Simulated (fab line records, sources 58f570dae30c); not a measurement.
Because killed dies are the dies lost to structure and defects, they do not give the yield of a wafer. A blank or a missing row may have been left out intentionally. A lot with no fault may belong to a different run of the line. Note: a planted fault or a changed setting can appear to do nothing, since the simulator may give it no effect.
Matching of chambers || flow berkeley-cmos170 || UCB170_V2_CMP_02 on cmp-02 has 4 sister chambers
The step polishes SiO2. 8 wafers are shown with their chamber, then 7 later ones without.

WAFERS WITH THEIR CHAMBER
{"wafer": "L744.4", "chamber": 2, "motor-current-A (A)": 16.1}
{"wafer": "L750.1", "chamber": 1, "motor-current-A (A)": 13.8}
{"wafer": "L750.3", "chamber": 0, "motor-current-A (A)": 17.0}
{"wafer": "L754.2", "chamber": 0, "motor-current-A (A)": 18.2}
{"wafer": "L754.4", "chamber": 2, "motor-current-A (A)": 15.0}
{"wafer": "L754.6", "chamber": 3, "motor-current-A (A)": 14.2}
{"wafer": "L763.1", "chamber": 1, "motor-current-A (A)": 12.9}
{"wafer": "L763.3", "chamber": 3, "motor-current-A (A)": 14.5}

WAFERS WITHOUT THEIR CHAMBER
{"wafer": "L763.5", "motor-current-A (A)": 15.3}
{"wafer": "L765.1", "motor-current-A (A)": 17.1}
{"wafer": "L765.4", "motor-current-A (A)": 15.1}
{"wafer": "L765.6", "motor-current-A (A)": 14.2}
{"wafer": "L767.3", "motor-current-A (A)": 17.7}
{"wafer": "L767.5", "motor-current-A (A)": 18.0}
{"wafer": "L767.6", "motor-current-A (A)": 14.9}

EACH ONE'S CHAMBER
{"wafer": "L763.5", "from the rows above": "can't be placed: 2 or 3", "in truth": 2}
{"wafer": "L765.1", "from the rows above": "can't be placed: 0 or 2", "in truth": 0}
{"wafer": "L765.4", "from the rows above": "can't be placed: 2 or 3 or 1", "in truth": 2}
{"wafer": "L765.6", "from the rows above": "can't be placed: 3 or 1 or 2", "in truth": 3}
{"wafer": "L767.3", "from the rows above": 0, "in truth": 0}
{"wafer": "L767.5", "from the rows above": 0, "in truth": 0}
{"wafer": "L767.6", "from the rows above": "can't be placed: 3 or 2 or 1", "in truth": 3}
Placed correctly: 2 of 7. Can't be placed from these rows: 5 (the true chamber is among the candidates in 5). 0 placed wrongly.
How it was worked out, from the rows above alone: a wafer's distance from a chamber is the root of the sum, over the readings, of the square of ((its reading less the chamber's mean) divided by the reading's scatter). If the next closest chamber is less than 2 further off than the closest, the wafer can't be placed; otherwise it belongs to the closest. For every chamber, the mean is computed from those of its wafers that are shown. The scatter: take each reading less its chamber's mean, square it, sum over the shown wafers, divide by the number of wafers less the number of chambers, and take the root.
